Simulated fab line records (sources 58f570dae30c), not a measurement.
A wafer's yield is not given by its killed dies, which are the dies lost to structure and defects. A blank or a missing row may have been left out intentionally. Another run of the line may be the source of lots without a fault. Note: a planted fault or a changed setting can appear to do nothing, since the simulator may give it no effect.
fab line records | flow berkeley_cmos170
[record] lots = 6 | wafers = 18 | last_day = 12
route steps=331 shown NSD@192 BACKSIDE@199 SDANNEAL@204
lots that met no fault: from a run of the same line without faults
start_h: start of the lot's first displayed wafer, in hours after the record's first day | wait_h: hours since the lot's step before | " identical to the entry in the row above | L1.1+2: several wafers, shown together as one row | - no value, or no start given | * or withheld: withheld | < > ~ a bound
route shown NAME@n: names a module that has steps shown in the file, with the first one's number in the route | usual: the fault-free wafers' mean and standard deviation | same: alike in all rows | chamber/n: place in a boat | sites: per-site readings | _std_site: standard deviation across them | _edge_site: inner sites' mean taken away from outer sites' mean | radius_mm: how far each site lies from the wafer's centre | mask NAME#n: copy n | behind: tool/chamber where the wafer was last shaped | hold: why the lot went on hold/how many hours it stayed there/how the hold came to an end | device: names the non-switching transistor (n, p or np) | end of line: tests run on the same wafers once the route is complete | where a step has no rows: the recipe by itself | killed: dies that structure and defects cost at the first sort, which is not the same as the wafer's yield | map: a wafer's dies, marking killed ones x, the rest . and places with no die _
set.NAME: the run value of the setting; set.NAME@STEP: its run value at that earlier step | model.NAME: the simulator's own value behind a step, which no gauge read
lots at some steps of the route; a table a step, a row a wafer
services: from which hour (start_h, from the record's first day; less than 0 if before it) a tool's chamber was out of use, for how many hours, and why
[[steps]]
[step UCB170_NSD_DEVELOP_05]
[recipe] developer = TMAH | develop_time_s = 45 | resist = KrF | dev_temp_c = 21
[step UCB170_NSD_CD_MEAS_06]
[recipe] target_cd_nm = 1200
[usual] cd_nm = 1200.4/1.4
lot.wafer | tool      | chamber | start_h | wait_h | cd_nm
L245.1    | cd_sem-02 | -       | 181.36  | -      | 1200.5
L245.5    | "         | -       | "       | "      | 1201.4
L245.6    | "         | -       | "       | "      | 1199.5
L244.1    | cd_sem-02 | -       | 183.47  | -      | 1200.5
L244.4    | "         | -       | "       | "      | 1201.6
L244.5    | "         | -       | "       | "      | 1201.4
L246.1    | cd_sem-02 | -       | 187.46  | -      | 1199.5
L246.3    | "         | -       | "       | "      | 1199.0
L246.5    | "         | -       | "       | "      | 1200.1
L256.4    | cd_sem-01 | -       | 234.42  | -      | 1201.2
L256.5    | "         | -       | "       | "      | 1201.8
L256.6    | "         | -       | "       | "      | 1201.4
L257.2    | cd_sem-02 | -       | 239.22  | -      | 1203.9
L257.4    | "         | -       | "       | "      | 1204.0
L257.6    | "         | -       | "       | "      | 1202.8
L259.1    | cd_sem-01 | -       | 258.88  | -      | 1201.3
L259.3    | "         | -       | "       | "      | 1200.2
L259.5    | "         | -       | "       | "      | 1201.9
[step UCB170_NSD_OVL_MEAS_07]
[usual] NSD_OVL = 7/4.4
lot.wafer | tool       | chamber | start_h | wait_h | NSD_OVL[nm]
L245.1    | overlay-01 | -       | 181.48  | 0.1    | 5
L245.5    | "          | -       | "       | "      | 2
L245.6    | "          | -       | "       | "      | 5
L244.1    | overlay-01 | -       | 183.59  | 0.1    | 12
L244.4    | "          | -       | "       | "      | 9
L244.5    | "          | -       | "       | "      | 7
L246.1    | overlay-01 | -       | 187.58  | 0.1    | 9
L246.3    | "          | -       | "       | "      | 3
L246.5    | "          | -       | "       | "      | 10
L256.4    | overlay-02 | -       | 234.50  | 0.1    | 4
L256.5    | "          | -       | "       | "      | 10
L256.6    | "          | -       | "       | "      | 11
L257.2    | overlay-02 | -       | 239.33  | 0.1    | 1
L257.4    | "          | -       | "       | "      | 2
L257.6    | "          | -       | "       | "      | 4
L259.1    | overlay-01 | -       | 259.00  | 0.1    | 14
L259.3    | "          | -       | "       | "      | 6
L259.5    | "          | -       | "       | "      | 11
[step UCB170_NSD_IMPLANT_08]
[recipe] species = P | dose_cm2 = 3e+15 | energy_kev = 40 | tilt_deg = 7
[step UCB170_NSD_STRIP_09]
[recipe] chemistry = O2 | power_w = 400 | pressure_mtorr = 3500 | platen_temp_c = withheld | o2_flow_sccm = 400 | overash_fraction = 0.5
[usual] drypump_motor_current_A = 5.7/0.47 | oes_product_au = 0.534/0.0044 | strip_time_to_endpoint_s = 35.85/0.097
lot.wafer | tool            | chamber | start_h | wait_h | drypump_motor_current_A | oes_product_au | rf_hours_counter_h | strip_time_to_endpoint_s
L245.1    | plasma_asher-04 | 0       | 181.66  | 0.1    | 5.8                     | 0.536          | 6                  | 35.83
L245.5    | "               | 1       | "       | "      | 6.4                     | 0.528          | -                  | 35.86
L245.6    | "               | 0       | "       | "      | 5.8                     | 0.540          | -                  | 35.83
L244.1    | plasma_asher-01 | 0       | 183.78  | 0.1    | 5.3                     | 0.535          | 49                 | 35.97
L244.4    | "               | 1       | "       | "      | 5.0                     | 0.527          | -                  | 36.07
L244.5    | "               | 1       | "       | "      | 5.0                     | 0.530          | -                  | 35.97
L246.1    | plasma_asher-02 | 1       | 187.77  | 0.1    | 5.9                     | 0.533          | 40                 | 35.61
L246.3    | "               | 0       | "       | "      | 5.5                     | 0.539          | -                  | 35.70
L246.5    | "               | 1       | "       | "      | 5.9                     | 0.526          | -                  | 35.76
L256.4    | plasma_asher-01 | 0       | 234.70  | 0.1    | 5.3                     | 0.539          | -                  | 35.83
L256.5    | "               | 1       | "       | "      | 5.0                     | 0.533          | -                  | 35.75
L256.6    | "               | 0       | "       | "      | 5.3                     | 0.533          | -                  | 35.79
L257.2    | plasma_asher-04 | 1       | 239.51  | 0.1    | 6.4                     | 0.531          | 13                 | 35.87
L257.4    | "               | 0       | "       | "      | 5.9                     | 0.535          | -                  | 35.91
L257.6    | "               | 0       | "       | "      | 5.8                     | 0.524          | -                  | 35.90
L259.1    | plasma_asher-01 | 0       | 259.19  | 0.1    | 5.3                     | 0.529          | 58                 | 35.89
L259.3    | "               | 0       | "       | "      | 5.3                     | 0.539          | -                  | 35.80
L259.5    | "               | 1       | "       | "      | 5.0                     | 0.534          | -                  | 35.78
[step UCB170_NSD_TW_MEAS_10]
[usual] NSD_TW = 4188/23
lot.wafer | tool          | chamber | start_h | wait_h | NSD_TW
L245.1    | film_metro-01 | -       | 181.76  | 0.1    | 4205
L245.5    | "             | -       | "       | "      | 4211
L245.6    | "             | -       | "       | "      | 4237
L244.1    | film_metro-03 | -       | 183.88  | 0.1    | 4174
L244.4    | "             | -       | "       | "      | 4179
L244.5    | "             | -       | "       | "      | 4152
L246.1    | film_metro-03 | -       | 187.90  | 0.1    | 4172
L246.3    | "             | -       | "       | "      | 4184
L246.5    | "             | -       | "       | "      | 4161
L256.4    | film_metro-04 | -       | 234.79  | 0.1    | 4164
L256.5    | "             | -       | "       | "      | 4170
L256.6    | "             | -       | "       | "      | 4161
L257.2    | film_metro-04 | -       | 239.62  | 0.1    | 4176
L257.4    | "             | -       | "       | "      | 4175
L257.6    | "             | -       | "       | "      | 4153
L259.1    | film_metro-04 | -       | 259.29  | 0.1    | 4186
L259.3    | "             | -       | "       | "      | 4168
L259.5    | "             | -       | "       | "      | 4178
[step UCB170_NSD_CLEAN_11]
[recipe] chemistry = SPM | temp_c = 120 | time_s = 600
[step UCB170_BACKSIDE_HMDS_00]
[recipe] prime_time_s = 60 | prime_temp_c = 100
[step UCB170_BACKSIDE_COAT_01]
[recipe] resist = KrF | spin_rpm = 1500 | resist_thk_nm = 900
[step UCB170_BACKSIDE_SOFTBAKE_02]
[recipe] resist = KrF | temp_c = 130 | time_s = 60
[step UCB170_BACKSIDE_STRIP_03]
[recipe] chemistry = O2 | power_w = 400 | pressure_mtorr = 3500 | platen_temp_c = withheld | o2_flow_sccm = 400 | overash_fraction = 0.5
[usual] drypump_motor_current_A = 5.7/0.4 | oes_product_au = 0.735/0.0046 | strip_time_to_endpoint_s = 22.01/0.065
lot.wafer | tool            | chamber | start_h | wait_h | drypump_motor_current_A | oes_product_au | rf_hours_counter_h | strip_time_to_endpoint_s
L245.1    | plasma_asher-03 | 0       | 183.86  | 0.1    | 5.8                     | 0.733          | 50                 | 21.93
L245.5    | "               | 0       | "       | "      | 5.8                     | 0.727          | -                  | 21.88
L245.6    | "               | 1       | "       | "      | 5.9                     | 0.738          | -                  | 21.93
L244.1    | plasma_asher-01 | 1       | 185.01  | 0.1    | 5.0                     | 0.731          | 49                 | 21.95
L244.4    | "               | 0       | "       | "      | 5.3                     | 0.727          | -                  | 21.97
L244.5    | "               | 0       | "       | "      | 5.3                     | 0.740          | -                  | 21.93
L246.1    | plasma_asher-04 | 0       | 188.78  | 0.1    | 5.8                     | 0.730          | 7                  | 21.95
L246.3    | "               | 0       | "       | "      | 5.8                     | 0.739          | -                  | 22.01
L246.5    | "               | 1       | "       | "      | 6.5                     | 0.740          | -                  | 22.00
L256.4    | plasma_asher-03 | 0       | 235.51  | 0.1    | 5.8                     | 0.732          | -                  | 22.08
L256.5    | "               | 0       | "       | "      | 5.8                     | 0.735          | -                  | 22.02
L256.6    | "               | 1       | "       | "      | 5.9                     | 0.735          | -                  | 22.00
L257.2    | plasma_asher-04 | 0       | 240.31  | 0.1    | 5.8                     | 0.738          | 13                 | 22.13
L257.4    | "               | 0       | "       | "      | 5.8                     | 0.730          | -                  | 22.07
L257.6    | "               | 1       | "       | "      | 6.4                     | 0.735          | -                  | 22.05
L259.1    | plasma_asher-04 | 0       | 260.32  | 0.1    | 5.9                     | 0.734          | 15                 | 21.99
L259.3    | "               | 1       | "       | "      | 6.5                     | 0.738          | -                  | 21.94
L259.5    | "               | 1       | "       | "      | 6.4                     | 0.723          | -                  | 21.93
[step UCB170_BACKSIDE_CLEAN_04]
[recipe] chemistry = SPM | temp_c = 120 | time_s = 600
[step UCB170_SDANNEAL_RTA_00]
[recipe] temp_c = 900 | time_s = 10 | ambient = N2
[usual] anneal_temp_c_max = 905.0/1.2 | chamber_o2_ppm = 2.002/0.021 | lamp_power_pct = 26/5 | wafer_temp_C_max = 905.2/1.4
lot.wafer | tool          | chamber | start_h | wait_h | anneal_temp_c_max | chamber_o2_ppm | lamp_power_pct | wafer_temp_C_max
L245.1    | rtp_anneal-02 | 0       | 184.15  | 0.0    | 904.5             | 2.002          | 21             | 905.2
L245.5    | "             | 0       | "       | "      | 905.0             | 2.034          | 21             | 906.5
L245.6    | "             | 0       | "       | "      | 905.2             | 1.992          | 21             | 904.7
L244.1    | rtp_anneal-01 | -       | 185.31  | 0.0    | -                 | -              | -              | -
L244.4    | "             | -       | "       | "      | -                 | -              | -              | -
L244.5    | "             | -       | "       | "      | -                 | -              | -              | -
L246.1    | rtp_anneal-02 | -       | 189.06  | 0.0    | -                 | -              | -              | -
L246.3    | "             | -       | "       | "      | -                 | -              | -              | -
L246.5    | "             | -       | "       | "      | -                 | -              | -              | -
L256.4    | rtp_anneal-01 | 0       | 235.78  | 0.0    | 904.7             | 1.986          | 31             | 904.7
L256.5    | "             | 0       | "       | "      | 905.3             | 1.943          | 31             | 904.1
L256.6    | "             | 0       | "       | "      | 904.0             | 1.967          | 31             | 904.1
L257.2    | rtp_anneal-02 | 0       | 240.60  | 0.0    | 905.0             | 1.998          | 21             | 906.3
L257.4    | "             | 0       | "       | "      | 904.7             | 2.001          | 21             | 904.8
L257.6    | "             | 0       | "       | "      | 907.5             | 2.008          | 21             | 906.2
L259.1    | rtp_anneal-01 | 0       | 260.59  | 0.0    | 906.3             | 1.996          | 31             | 904.2
L259.3    | "             | 0       | "       | "      | 904.1             | 1.987          | 31             | 904.1
L259.5    | "             | 0       | "       | "      | 903.2             | 1.992          | 31             | 903.4
[step UCB170_SDANNEAL_RTA_01]
[recipe] temp_c = 1050 | time_s = 5 | ambient = N2
[usual] anneal_temp_c_max = 1055.9/1.2 | chamber_o2_ppm = 2.001/0.021 | lamp_power_pct = 40/7.8 | wafer_temp_C_max = 1055.9/1.7
lot.wafer | tool          | chamber | start_h | wait_h | anneal_temp_c_max | chamber_o2_ppm | lamp_power_pct | wafer_temp_C_max
L245.1    | rtp_anneal-02 | 0       | 184.22  | 0.1    | 1056.3            | 1.997          | 33             | 1058.0
L245.5    | "             | 0       | "       | "      | 1056.4            | 1.977          | 33             | 1061.9
L245.6    | "             | 0       | "       | "      | 1056.2            | 2.012          | 33             | 1057.0
L244.1    | rtp_anneal-01 | 0       | 185.38  | 0.1    | 1054.8            | 2.019          | 48             | 1053.9
L244.4    | "             | 0       | "       | "      | 1057.8            | 2.012          | 48             | 1055.0
L244.5    | "             | 0       | "       | "      | 1054.2            | 2.009          | 48             | 1053.4
L246.1    | rtp_anneal-02 | 0       | 189.12  | 0.1    | 1055.9            | 2.028          | 33             | 1055.8
L246.3    | "             | 0       | "       | "      | 1056.9            | 1.992          | 33             | 1056.0
L246.5    | "             | 0       | "       | "      | 1055.4            | 2.026          | 33             | 1055.1
L256.4    | rtp_anneal-01 | 0       | 235.84  | 0.1    | 1056.6            | 2.003          | 48             | 1055.1
L256.5    | "             | 0       | "       | "      | 1055.2            | 1.996          | 48             | 1054.7
L256.6    | "             | 0       | "       | "      | 1058.3            | 1.990          | 48             | 1054.0
L257.2    | rtp_anneal-02 | 0       | 240.66  | 0.1    | 1059.1            | 2.023          | 33             | 1057.0
L257.4    | "             | 0       | "       | "      | 1055.6            | 2.016          | 33             | 1057.2
L257.6    | "             | 0       | "       | "      | 1055.0            | 2.017          | 33             | 1055.2
L259.1    | rtp_anneal-01 | 0       | 260.66  | 0.1    | 1055.9            | 2.003          | 48             | 1053.7
L259.3    | "             | 0       | "       | "      | 1055.1            | 1.963          | 48             | 1054.1
L259.5    | "             | 0       | "       | "      | 1056.2            | 2.010          | 48             | 1054.5
[[services]]
tool            | chamber | start_h | hours | kind
plasma_asher-04 | -       | 164.98  | 2.8   | pm
plasma_asher-02 | -       | 239.56  | 0.5   | repair
[[key]]
[first_sign] step = UCB170_SDANNEAL_RTA_00 | reading = tool_record | direction = missing
effect none on later readings
met_at UCB170_SDANNEAL_RTA_00
struck_wafers L244.1,L244.4,L244.5,L246.1,L246.3,L246.5
later_rows_left_out L244.1,L244.4,L244.5,L246.1,L246.3,L246.5
sort_left_out L244.1,L244.4,L244.5,L246.1,L246.3,L246.5
tester_left_out L244,L246
onset_between 184.15 185.31
[fault] kind = skipped_step_whole | tool = rtp_anneal-01,rtp_anneal-02 | chamber = - | onset_h = 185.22 | steps = UCB170_SDANNEAL_RTA_00 | scope = struck_lots_only
// tester_left_out: of these lots the tester's yield and bins aren't shown, on N5 and GAA mostly nor the transistor test; their killed dies are dies lost to structure and defects alone, not to doping, threshold or leakage, so they don't give the yield
// sort_left_out: the simulated sort isn't trusted on such a fault, so these wafers' sort isn't shown, and their yield isn't known
// later_rows_left_out: the simulator's readings of these wafers behind a module that went badly wrong aren't trusted and aren't shown, but for the sort
